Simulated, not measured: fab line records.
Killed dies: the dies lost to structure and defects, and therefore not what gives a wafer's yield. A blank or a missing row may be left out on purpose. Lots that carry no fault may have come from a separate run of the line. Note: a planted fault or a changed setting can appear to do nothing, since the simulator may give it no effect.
fab line records -- flow rit_cmos
[record] lots = 6, wafers = 18, last_day = 7
route steps=202 shown ACTIVE@1 FOX1@20 FOX2@23 M1@202
lots untouched by any fault: they come from a run of this same line in which no faults occurred
start_h: start of the lot's first displayed wafer, in hours after the record's first day -- wait_h: how many hours have passed since the lot's step before this one -- " as in the row above -- L1.1+2: several wafers, shown together as one row -- - no value, or no start was given -- * or withheld: withheld -- < > ~ a bound
route shown NAME@n: a module of which the file shows steps, and the number in the route of the first -- usual: mean/standard deviation of fault-free wafers -- same: alike in all rows -- chamber/n: place in a boat -- sites: per-site readings -- _std_site: how widely they spread, as a standard deviation -- _edge_site: the outer-site mean with the inner-site mean subtracted -- radius_mm: for every site, how far away it sits from the centre of the wafer -- mask NAME#n: copy n -- behind: tool/chamber where the wafer was last shaped -- hold: why the lot went on hold/how many hours it stayed there/how the hold came to an end -- device: the n, p or np transistor that did not switch -- end of line: tests run on the same wafers once the route is complete -- where a step has no rows: the recipe by itself -- killed: not the wafer's yield, but the dies lost to structure and defects at the first sort -- map: a wafer's dies, marking killed ones x, the rest . and places with no die _
set.NAME: the setting the step ran with; set.NAME@STEP: the setting that earlier step ran with -- model.NAME: the simulator's own value behind a step, which no gauge read
certain route steps with their lots: each step a table, each wafer a row
services: when a tool's chamber went out of use (start_h, in hours from the record's first day, below 0 if earlier), for how many hours, and the reason
[[steps]]
[step RIT_ACTIVE_BOW_MEAS_00]
[recipe] mode = bow
[usual] INCOMING_BOW = 0/6.3
lot.wafer,tool,chamber,start_h,wait_h,INCOMING_BOW[um]
L816.1,film_metro-03,-,20.00,-,8
L816.2,film_metro-03,-,20.00,-,-7
L816.3,film_metro-03,-,20.00,-,0
L820.1,film_metro-03,-,40.00,-,-3
L820.3,film_metro-03,-,40.00,-,4
L820.6,film_metro-03,-,40.00,-,1
L821.2,film_metro-01,-,45.02,-,3
L821.3,film_metro-01,-,45.02,-,-2
L821.5,film_metro-01,-,45.02,-,-6
L822.2,film_metro-01,-,50.02,-,1
L822.3,film_metro-01,-,50.02,-,-4
L822.4,film_metro-01,-,50.02,-,1
L823.4,film_metro-03,-,55.06,-,5
L823.5,film_metro-03,-,55.06,-,6
L823.6,film_metro-03,-,55.06,-,12
L834.3,film_metro-03,-,110.04,-,2
L834.5,film_metro-03,-,110.04,-,14
L834.6,film_metro-03,-,110.04,-,-4
[step RIT_ACTIVE_OXIDATION_01]
[recipe] temp_c = 1000, ambient = O2, target_thk_a = 468, ox_time_s = 3360
[step RIT_ACTIVE_THK_MEAS_02]
[recipe] reads = SiO2_of_ACTIVE_OXIDATION_01
[usual] ACTIVE_OXIDE_THK = 46.8/0.8
lot.wafer,tool,chamber,start_h,wait_h,ACTIVE_OXIDE_THK[nm]
L816.1,film_metro-02,-,22.05,0.0,46.2
L816.2,film_metro-02,-,22.05,0.0,47.1
L816.3,film_metro-02,-,22.05,0.0,46.6
L820.1,film_metro-03,-,43.08,0.0,46.6
L820.3,film_metro-03,-,43.08,0.0,46.5
L820.6,film_metro-03,-,43.08,0.0,46.8
L821.2,film_metro-01,-,47.06,0.0,46.9
L821.3,film_metro-01,-,47.06,0.0,46.5
L821.5,film_metro-01,-,47.06,0.0,47.0
L822.2,film_metro-03,-,52.06,0.0,45.5
L822.3,film_metro-03,-,52.06,0.0,45.7
L822.4,film_metro-03,-,52.06,0.0,46.3
L823.4,film_metro-02,-,57.96,0.0,48.1
L823.5,film_metro-02,-,57.96,0.0,47.4
L823.6,film_metro-02,-,57.96,0.0,48.0
L834.3,film_metro-03,-,113.05,0.0,46.4
L834.5,film_metro-03,-,113.05,0.0,46.5
L834.6,film_metro-03,-,113.05,0.0,47.2
[step RIT_ACTIVE_CVD_03]
[recipe] material = Si3N4, target_thk_nm = 150, temp_c = 810, precursor = SiH2Cl2/NH3, time_s = 1500, pressure_mtorr = 300, sih2cl2_flow_sccm = 60, nh3_flow_sccm = 150
[usual] pressure_mtorr = 300.1/0.59
lot.wafer,tool,chamber,start_h,wait_h,pressure_mtorr,model.Si3N4_of_ACTIVE_CVD_03.thk_nm
L816.1,lpcvd-01,1,22.15,0.1,299.7,150
L816.2,lpcvd-01,1,22.15,0.1,299.9,148.9
L816.3,lpcvd-01,1,22.15,0.1,300.2,149
L820.1,lpcvd-02,1,43.14,0.1,300.0,147
L820.3,lpcvd-02,1,43.14,0.1,300.9,149
L820.6,lpcvd-02,1,43.14,0.1,300.1,149
L821.2,lpcvd-02,1,47.11,0.0,299.6,99.9
L821.3,lpcvd-02,1,47.11,0.0,300.2,101.5
L821.5,lpcvd-02,1,47.11,0.0,299.7,100.5
L822.2,lpcvd-02,0,54.49,2.4,300.3,99.35
L822.3,lpcvd-02,0,54.49,2.4,300.0,98.44
L822.4,lpcvd-02,0,54.49,2.4,301.0,96.74
L823.4,lpcvd-01,0,60.94,3.0,298.4,147.9
L823.5,lpcvd-01,0,60.94,3.0,299.8,149.1
L823.6,lpcvd-01,0,60.94,3.0,299.0,148.1
L834.3,lpcvd-01,0,113.09,0.0,300.6,148.4
L834.5,lpcvd-01,0,113.09,0.0,300.3,148.9
L834.6,lpcvd-01,0,113.09,0.0,300.2,149.7
[step RIT_ACTIVE_THK_MEAS_04]
[recipe] reads = Si3N4_of_ACTIVE_CVD_03
[usual] ACTIVE_NITRIDE_THK = 149.7/1.4
lot.wafer,tool,chamber,start_h,wait_h,ACTIVE_NITRIDE_THK[nm]
L816.1,film_metro-03,-,25.33,0.0,150.1
L816.2,film_metro-03,-,25.33,0.0,149.0
L816.3,film_metro-03,-,25.33,0.0,148.8
L820.1,film_metro-01,-,44.55,0.0,147.0
L820.3,film_metro-01,-,44.55,0.0,149.1
L820.6,film_metro-01,-,44.55,0.0,148.9
L821.2,film_metro-03,-,48.54,0.0,99.8
L821.3,film_metro-03,-,48.54,0.0,101.5
L821.5,film_metro-03,-,48.54,0.0,100.5
L822.2,film_metro-01,-,56.62,0.0,99.3
L822.3,film_metro-01,-,56.62,0.0,98.3
L822.4,film_metro-01,-,56.62,0.0,96.6
L823.4,film_metro-03,-,62.39,0.0,147.8
L823.5,film_metro-03,-,62.39,0.0,149.1
L823.6,film_metro-03,-,62.39,0.0,148.0
L834.3,film_metro-01,-,114.52,0.0,148.4
L834.5,film_metro-01,-,114.52,0.0,148.9
L834.6,film_metro-01,-,114.52,0.0,149.6
[step RIT_ACTIVE_HMDS_05]
[recipe] prime_time_s = 60, prime_temp_c = 140
[step RIT_ACTIVE_COAT_06]
[recipe] resist = NOVOLAK, spin_rpm = 3250, resist_thk_nm = 1000
[step RIT_ACTIVE_SOFTBAKE_07]
[recipe] resist = NOVOLAK, temp_c = 90, time_s = 60
[step RIT_ACTIVE_EXPOSE_08]
[recipe] mask_id = M1, na = 0.6, source_shape = conventional, sigma_outer = 0.6, target_cd_nm = 1400, dose_mj = 225
[step RIT_ACTIVE_PEB_09]
[recipe] resist = NOVOLAK, temp_c = withheld, time_s = withheld
[step RIT_ACTIVE_DEVELOP_10]
[recipe] resist = NOVOLAK, develop_time_s = 50, dev_temp_c = 23
[step RIT_ACTIVE_CD_MEAS_11]
[recipe] target_cd_nm = 1400
[usual] cd_nm = 1400.2/2
lot.wafer,tool,chamber,start_h,wait_h,cd_nm
L816.1,cd_sem-01,-,26.37,-,1399.0
L816.2,cd_sem-01,-,26.37,-,1402.5
L816.3,cd_sem-01,-,26.37,-,1400.8
L820.1,cd_sem-01,-,45.46,-,1401.5
L820.3,cd_sem-01,-,45.46,-,1403.1
L820.6,cd_sem-01,-,45.46,-,1401.6
L821.2,cd_sem-01,-,49.46,-,1403.1
L821.3,cd_sem-01,-,49.46,-,1402.5
L821.5,cd_sem-01,-,49.46,-,1402.1
L822.2,cd_sem-01,-,57.67,-,1395.8
L822.3,cd_sem-01,-,57.67,-,1398.9
L822.4,cd_sem-01,-,57.67,-,1399.3
L823.4,cd_sem-01,-,63.33,-,1398.5
L823.5,cd_sem-01,-,63.33,-,1398.3
L823.6,cd_sem-01,-,63.33,-,1396.5
L834.3,cd_sem-01,-,115.45,-,1399.3
L834.5,cd_sem-01,-,115.45,-,1397.9
L834.6,cd_sem-01,-,115.45,-,1397.3
[step RIT_ACTIVE_HARDBAKE_12]
[recipe] resist = NOVOLAK, temp_c = 140, time_s = 60
[step RIT_ACTIVE_ETCH_13]
[recipe] stop_on = SiO2, chemistry = SF6, target = Si3N4, time_s = 210, over_etch_frac = 0.4, SF6_flow_sccm = 200, pressure_mtorr = 260, rf_w = 125, target_depth_a = 2100
[usual] drypump_motor_current_A = 5.9/0.49, oes_product_au = 0.818/0.014, throttle_valve_pct = 7.47/0.15
lot.wafer,tool,chamber,start_h,wait_h,drypump_motor_current_A,oes_product_au,rf_hours_counter_h,throttle_valve_pct,model.ACTIVE.feature_depth_nm,model.etch.depth_nm
L816.1,rie_diel-01,2,26.64,0.1,6.1,0.840,105,7.31,150,150
L816.2,rie_diel-01,3,26.64,0.1,5.9,0.819,113,7.27,149.1,148.9
L816.3,rie_diel-01,1,26.64,0.1,5.5,0.823,90,7.45,149.9,149
L820.1,rie_diel-03,3,45.84,0.1,6.7,0.822,2,7.59,147.1,147
L820.3,rie_diel-03,1,45.84,0.1,5.5,0.828,33,7.37,149,149
L820.6,rie_diel-03,3,45.84,0.1,6.7,0.832,-,7.57,149.1,149
L821.2,rie_diel-04,1,49.71,0.1,5.7,0.671,32,7.43,99.97,99.9
L821.3,rie_diel-04,3,49.71,0.1,6.1,0.677,92,7.75,101.5,101.5
L821.5,rie_diel-04,1,49.71,0.1,5.7,0.671,-,7.42,100.6,100.5
L822.2,rie_diel-01,0,57.92,0.1,6.3,0.662,7,7.51,99.35,99.35
L822.3,rie_diel-01,3,57.92,0.1,5.9,0.670,114,7.28,98.6,98.44
L822.4,rie_diel-01,2,57.92,0.1,6.1,0.676,106,7.30,96.74,96.74
L823.4,rie_diel-01,3,63.54,0.1,5.9,0.815,114,7.28,148,147.9
L823.5,rie_diel-01,0,63.54,0.1,6.3,0.805,-,7.52,149.1,149.1
L823.6,rie_diel-01,3,63.54,0.1,5.9,0.817,-,7.29,148.2,148.1
L834.3,rie_diel-01,3,115.68,0.1,5.9,0.812,115,7.27,148.5,148.4
L834.5,rie_diel-01,0,115.68,0.1,6.3,0.801,-,7.52,148.9,148.9
L834.6,rie_diel-01,3,115.68,0.1,6.0,0.822,-,7.28,149.8,149.7
[step RIT_ACTIVE_STRIP_14]
[recipe] chemistry = O2, time_s = 180, resist = NOVOLAK, platen_temp_c = withheld, power_w = 500, pressure_mtorr = 4000, o2_flow_sccm = 4000
[usual] drypump_motor_current_A = 6.06/0.29
lot.wafer,tool,chamber,start_h,wait_h,drypump_motor_current_A,rf_hours_counter_h
L816.1,plasma_asher-02,0,26.77,0.1,5.31,38
L816.2,plasma_asher-02,1,26.77,0.1,6.45,38
L816.3,plasma_asher-02,1,26.77,0.1,6.48,-
L820.1,plasma_asher-04,1,45.98,0.1,6.14,26
L820.3,plasma_asher-04,1,45.98,0.1,6.14,-
L820.6,plasma_asher-04,1,45.98,0.1,6.14,-
L821.2,plasma_asher-01,0,49.84,0.1,6.28,41
L821.3,plasma_asher-01,1,49.84,0.1,5.89,-
L821.5,plasma_asher-01,1,49.84,0.1,5.90,-
L822.2,plasma_asher-04,0,58.05,0.1,6.03,27
L822.3,plasma_asher-04,1,58.05,0.1,6.14,-
L822.4,plasma_asher-04,0,58.05,0.1,6.04,-
L823.4,plasma_asher-04,0,63.73,0.1,6.01,-
L823.5,plasma_asher-04,1,63.73,0.1,6.11,-
L823.6,plasma_asher-04,0,63.73,0.1,6.02,-
L834.3,plasma_asher-02,0,115.87,0.1,5.29,-
L834.5,plasma_asher-02,0,115.87,0.1,5.29,-
L834.6,plasma_asher-02,1,115.87,0.1,6.46,-
[step RIT_ACTIVE_CD_MEAS_90]
[recipe] target_cd_nm = 1400
[usual] cd_nm = 1400.2/2
lot.wafer,tool,chamber,start_h,wait_h,cd_nm
L816.1,cd_sem-02,-,26.95,0.1,1399.7
L816.2,cd_sem-02,-,26.95,0.1,1402.4
L816.3,cd_sem-02,-,26.95,0.1,1401.1
L820.1,cd_sem-01,-,46.15,0.1,1400.8
L820.3,cd_sem-01,-,46.15,0.1,1403.3
L820.6,cd_sem-01,-,46.15,0.1,1401.3
L821.2,cd_sem-02,-,50.04,0.1,1403.3
L821.3,cd_sem-02,-,50.04,0.1,1402.9
L821.5,cd_sem-02,-,50.04,0.1,1402.3
L822.2,cd_sem-01,-,58.25,0.1,1396.1
L822.3,cd_sem-01,-,58.25,0.1,1398.7
L822.4,cd_sem-01,-,58.25,0.1,1399.8
L823.4,cd_sem-02,-,63.91,0.1,1398.6
L823.5,cd_sem-02,-,63.91,0.1,1398.7
L823.6,cd_sem-02,-,63.91,0.1,1396.1
L834.3,cd_sem-02,-,116.03,0.1,1399.3
L834.5,cd_sem-02,-,116.03,0.1,1397.4
L834.6,cd_sem-02,-,116.03,0.1,1397.2
[step RIT_ACTIVE_CLEAN_15]
[recipe] chemistry = SC1, mix = 3:3:50, time_s = 600, temp_c = 75
[step RIT_ACTIVE_CLEAN_16]
[recipe] chemistry = dHF, dilution = 50:1, time_s = 30
[step RIT_ACTIVE_CLEAN_17]
[recipe] chemistry = SC2, mix = 3:3:50, time_s = 600, temp_c = 75, dry = n2_spin
[step RIT_FOX1_OXIDATION_00]
[recipe] temp_c = 1100, ambient = H2O, target_thk_a = 3507, p_h2o_torr = 720, ox_time_s = 1130
[step RIT_FOX1_THK_MEAS_01]
[recipe] reads = SiO2_of_FOX1_OXIDATION_00
[usual] FOX1_OXIDE_THK = 352/6.8
lot.wafer,tool,chamber,start_h,wait_h,FOX1_OXIDE_THK[nm]
L816.1,film_metro-01,-,28.86,0.0,345
L816.2,film_metro-01,-,28.86,0.0,347
L816.3,film_metro-01,-,28.86,0.0,351
L820.1,film_metro-04,-,48.37,0.0,342
L820.3,film_metro-04,-,48.37,0.0,342
L820.6,film_metro-04,-,48.37,0.0,342
L821.2,film_metro-01,-,53.38,0.0,342
L821.3,film_metro-01,-,53.38,0.0,345
L821.5,film_metro-01,-,53.38,0.0,345
L822.2,film_metro-04,-,60.04,0.0,359
L822.3,film_metro-04,-,60.04,0.0,358
L822.4,film_metro-04,-,60.04,0.0,354
L823.4,film_metro-01,-,65.68,0.0,358
L823.5,film_metro-01,-,65.68,0.0,354
L823.6,film_metro-01,-,65.68,0.0,352
L834.3,film_metro-04,-,118.18,0.0,356
L834.5,film_metro-04,-,118.18,0.0,361
L834.6,film_metro-04,-,118.18,0.0,358
[step RIT_FOX1_WET_ETCH_02]
[recipe] chemistry = BOE, target_depth_nm = 350, time_s = 390, temp_c = 21.5, dry = n2_spin, dilution = 10:1, target = SiO2
[step RIT_FOX2_OXIDATION_00]
[recipe] temp_c = 1100, ambient = H2O, target_thk_a = 3507, p_h2o_torr = 720, ox_time_s = 1130
[step RIT_FOX2_THK_MEAS_01]
[recipe] reads = SiO2_of_FOX2_OXIDATION_00
[usual] FOX2_OXIDE_THK = 350/5.6
lot.wafer,tool,chamber,start_h,wait_h,FOX2_OXIDE_THK[nm]
L816.1,film_metro-03,-,30.90,0.0,345
L816.2,film_metro-03,-,30.90,0.0,337
L816.3,film_metro-03,-,30.90,0.0,344
L820.1,film_metro-03,-,49.90,0.0,344
L820.3,film_metro-03,-,49.90,0.0,349
L820.6,film_metro-03,-,49.90,0.0,347
L821.2,film_metro-03,-,55.77,0.0,363
L821.3,film_metro-03,-,55.77,0.0,352
L821.5,film_metro-03,-,55.77,0.0,359
L822.2,film_metro-04,-,62.43,0.0,347
L822.3,film_metro-04,-,62.43,0.0,348
L822.4,film_metro-04,-,62.43,0.0,353
L823.4,film_metro-04,-,67.18,0.0,351
L823.5,film_metro-04,-,67.18,0.0,353
L823.6,film_metro-04,-,67.18,0.0,350
L834.3,film_metro-04,-,119.67,0.0,350
L834.5,film_metro-04,-,119.67,0.0,354
L834.6,film_metro-04,-,119.67,0.0,352
[step RIT_FOX2_CLEAN_02]
[recipe] chemistry = dHF, dilution = 50:1, time_s = 180
lot.wafer,tool,chamber,start_h,wait_h,model.Si3N4_of_ACTIVE_CVD_03.thk_nm
L816.1,wet_bench-02,0,30.96,0.1,130.8
L816.2,wet_bench-02,0,30.96,0.1,129.7
L816.3,wet_bench-02,0,30.96,0.1,129.8
L820.1,wet_bench-01,2,49.96,0.1,127.8
L820.3+6,wet_bench-01,2,49.96,0.1,129.7
L821.2,wet_bench-01,1,55.82,0.0,80.57
L821.3,wet_bench-01,1,55.82,0.0,82.14
L821.5,wet_bench-01,1,55.82,0.0,81.19
L822.2,wet_bench-01,0,62.48,0.0,80.11
L822.3,wet_bench-01,0,62.48,0.0,79.21
L822.4,wet_bench-01,0,62.48,0.0,77.51
L823.4,wet_bench-04,1,67.21,0.0,128.6
L823.5,wet_bench-04,1,67.21,0.0,129.8
L823.6,wet_bench-04,1,67.21,0.0,128.8
L834.3,wet_bench-02,3,119.71,0.0,129.1
L834.5,wet_bench-02,3,119.71,0.0,129.7
L834.6,wet_bench-02,3,119.71,0.0,130.4
[step RIT_FOX2_WET_ETCH_03]
[recipe] chemistry = H3PO4, target = Si3N4, target_depth_nm = 195, temp_c = 165, time_s = 2700
[step RIT_M1_PROBE_99]
[usual] killed_at_M0_to_M3 = 0.0/0.23, killed_at_contacts = 0.1/0.34, killed_at_front_end = 6.9/2.8, killed_dies = 7.1/2.8, killed_open = 3.4/1.9, killed_short = 3.6/1.7
[same] gross_dies = 264, killed_at_M4_up = 0, killed_at_back_side = 0, killed_at_other = 0
lot.wafer,tool,chamber,start_h,wait_h,killed_at_M0_to_M3,killed_at_contacts,killed_at_front_end,killed_dies,killed_open,killed_short,model.etest.pldd.width_nm,model.etest.nldd.width_nm,model.etest.nplus_sal.width_nm,model.etest.pplus_sal.width_nm,model.etest.nmos_narrow.drive_ua_um,model.etest.pmos_narrow.drive_ua_um
L816.1,prober-01,-,74.02,0.1,0,0,6,6,2,4,3207,3197,3469,3462,230.4,105.5
L816.2,prober-01,-,74.07,0.1,0,0,7,7,1,6,3175,3183,3477,3452,227.5,104.1
L816.3,prober-01,-,74.12,0.2,0,0,5,5,1,4,3176,3171,3446,3462,229.7,104
L820.1,prober-01,-,91.12,0.1,0,0,8,8,4,4,3185,3192,3468,3457,232.7,107.4
L820.3,prober-01,-,91.22,0.2,0,0,6,6,3,3,3196,3206,3454,3473,230.6,106.9
L820.6,prober-01,-,91.37,0.2,0,0,12,12,6,6,3197,3203,3462,3465,229.6,105.6
L821.2,prober-02,-,93.42,0.1,0,1,4,5,2,3,3098,3097,3391,3390,203.5,95.37
L821.3,prober-02,-,93.47,0.2,0,0,2,2,1,1,3120,3114,3386,3382,204.3,92.46
L821.5,prober-02,-,93.57,0.2,0,0,8,8,4,4,3091,3101,3387,3392,206.5,92.96
L822.2,prober-01,-,104.30,0.1,1,0,11,12,7,5,3115,3110,3383,3386,202.8,91.97
L822.3,prober-01,-,104.35,0.2,0,1,6,7,3,4,3120,3105,3370,3374,207.7,92.11
L822.4,prober-01,-,104.40,0.2,0,0,4,4,2,2,3112,3101,3402,3404,206.4,91.92
L823.4,prober-02,-,107.58,0.2,0,0,2,2,1,1,3161,3144,3421,3419,217.1,96.56
L823.5,prober-02,-,107.63,0.2,0,0,14,14,7,7,3149,3150,3431,3430,222.6,98.37
L823.6,prober-02,-,107.68,0.2,0,1,6,7,3,4,3151,3168,3428,3433,215.3,95.02
L834.3,prober-02,-,159.01,0.2,0,0,12,12,7,5,3183,3161,3419,3427,217.7,96.39
L834.5,prober-02,-,159.11,0.2,0,0,5,5,2,3,3143,3160,3397,3400,214.5,95.31
L834.6,prober-02,-,159.16,0.2,0,0,12,12,10,2,3155,3153,3438,3426,210.9,94.28
// killed by level:class
L816.1 GATE:geometric_particle:open=2 GATE:geometric_particle:short=1 REOX:geometric_particle:short=1 SPACER:geometric_particle:short=1 SILICIDE:geometric_particle:short=1
L816.2 SILICIDE:geometric_particle:short=3 FOX1:geometric_particle:short=2 REOX:geometric_particle:short=1 SILICIDE:geometric_particle:open=1
L816.3 GATE:geometric_particle:short=2 REOX:geometric_particle:short=1 GATE:geometric_particle:open=1 SPACER:geometric_particle:short=1
L820.1 FOX2:geometric_particle:open=2 FOX1:geometric_particle:short=1 FOX2:geometric_particle:short=1 GATE:geometric_particle:open=1 REOX:geometric_particle:short=1 SILICIDE:geometric_particle:short=1 SILICIDE:geometric_particle:open=1
L820.3 SPACER:geometric_particle:open=2 FOX1:geometric_particle:short=1 GATE:geometric_particle:open=1 REOX:geometric_particle:short=1 SILICIDE:geometric_particle:short=1
L820.6 GATE:geometric_particle:open=4 GATE:geometric_particle:short=3 SPACER:geometric_particle:open=2 FOX2:geometric_particle:short=1 REOX:geometric_particle:short=1 SILICIDE:geometric_particle:short=1
L821.2 REOX:geometric_particle:open=2 FOX1:geometric_particle:short=1 SPACER:geometric_particle:short=1 CONTACT:geometric_particle:short=1
L821.3 FOX1:geometric_particle:open=1 FOX1:geometric_particle:short=1
L821.5 FOX1:geometric_particle:short=2 SPACER:geometric_particle:open=2 FOX1:geometric_particle:open=1 FOX2:geometric_particle:short=1 GATE:geometric_particle:open=1 GATE:geometric_particle:short=1
L822.2 FOX2:geometric_particle:open=2 FOX2:geometric_particle:short=2 GATE:geometric_particle:open=2 SPACER:geometric_particle:open=2 SILICIDE:geometric_particle:short=2 SILICIDE:geometric_particle:open=1 M1:geometric_particle:short=1
L822.3 FOX2:geometric_particle:open=1 GATE:geometric_particle:open=1 REOX:geometric_particle:short=1 SPACER:geometric_particle:short=1 SILICIDE:geometric_particle:open=1 SILICIDE:geometric_particle:short=1 CONTACT:geometric_particle:short=1
L822.4 REOX:geometric_particle:open=1 REOX:geometric_particle:short=1 SPACER:geometric_particle:open=1 SPACER:geometric_particle:short=1
L823.4 GATE:geometric_particle:short=1 GATE:geometric_particle:open=1
L823.5 FOX1:geometric_particle:short=2 GATE:geometric_particle:open=2 SPACER:geometric_particle:open=2 SILICIDE:geometric_particle:short=2 FOX1:geometric_particle:open=1 FOX2:geometric_particle:open=1 GATE:geometric_particle:short=1 REOX:geometric_particle:open=1
L823.6 GATE:geometric_particle:short=2 SILICIDE:geometric_particle:open=2 GATE:geometric_particle:open=1 REOX:geometric_particle:short=1 CONTACT:geometric_particle:short=1
L834.3 GATE:geometric_particle:open=5 GATE:geometric_particle:short=3 SPACER:geometric_particle:open=2 REOX:geometric_particle:short=1 SPACER:geometric_particle:short=1
L834.5 FOX1:geometric_particle:short=2 ACTIVE:geometric_particle:open=1 GATE:geometric_particle:open=1 SPACER:geometric_particle:short=1
L834.6 GATE:geometric_particle:open=4 SILICIDE:geometric_particle:open=3 FOX1:geometric_particle:open=1 GATE:geometric_particle:short=1 REOX:geometric_particle:open=1 SPACER:geometric_particle:short=1 SPACER:geometric_particle:open=1
[[services]]
tool,chamber,start_h,hours,kind
rie_diel-04,1,18.81,7.7,repair
plasma_asher-02,-,40.67,2.8,pm
rie_diel-04,3,44.83,3.5,repair
lpcvd-01,-,46.34,14.6,pm
rie_diel-03,-,70.76,10.0,pm
lpcvd-01,-,74.55,0.8,repair
rie_diel-04,2,79.64,9.2,repair
rie_diel-01,-,83.07,0.5,repair
rie_diel-03,0,87.35,15.6,repair
rie_diel-01,-,94.23,0.4,repair
rie_diel-04,1,96.51,3.7,repair
wet_bench-01,-,102.91,1.9,pm
plasma_asher-01,-,111.83,4.1,repair
[[key]]
[first_sign] step = RIT_ACTIVE_THK_MEAS_04, reading = ACTIVE_NITRIDE_THK, direction = down, sigmas = 36, usual = 149.7, struck = 99.3
[effect] step = RIT_ACTIVE_ETCH_13, reading = oes_product_au, direction = down, sigmas = 11, usual = 0.818, struck = 0.671
[model_effect] step = RIT_ACTIVE_CVD_03, value = Si3N4_of_ACTIVE_CVD_03.thk_nm, without = 148.9, struck = 99.4
[model_effect] step = RIT_ACTIVE_ETCH_13, value = ACTIVE.feature_depth_nm, without = 149, struck = 99.45
[model_effect] step = RIT_FOX2_CLEAN_02, value = Si3N4_of_ACTIVE_CVD_03.thk_nm, without = 129.6, struck = 80.12
[model_effect] step = RIT_M1_PROBE_99, value = etest.pldd.width_nm, without = 3188, struck = 3109
met_at RIT_ACTIVE_CVD_03
struck_wafers L821.2,L821.3,L821.5,L822.2,L822.3,L822.4
tester_left_out L821,L822
onset_between 43.14 47.11
[fault] kind = process_parameter_drift, tool = lpcvd-02, chamber = -, onset_h = 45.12, steps = RIT_ACTIVE_CVD_03, channel = target_thk_nm, offset = -49.5, shape = step, end_h = 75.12, acts_in = these_recipes_only, stated = 150
// tester_left_out: of these lots the tester's yield and bins aren't shown, on N5 and GAA mostly nor the transistor test; their killed dies are dies lost to structure and defects alone, not to doping, threshold or leakage, so they don't give the yield
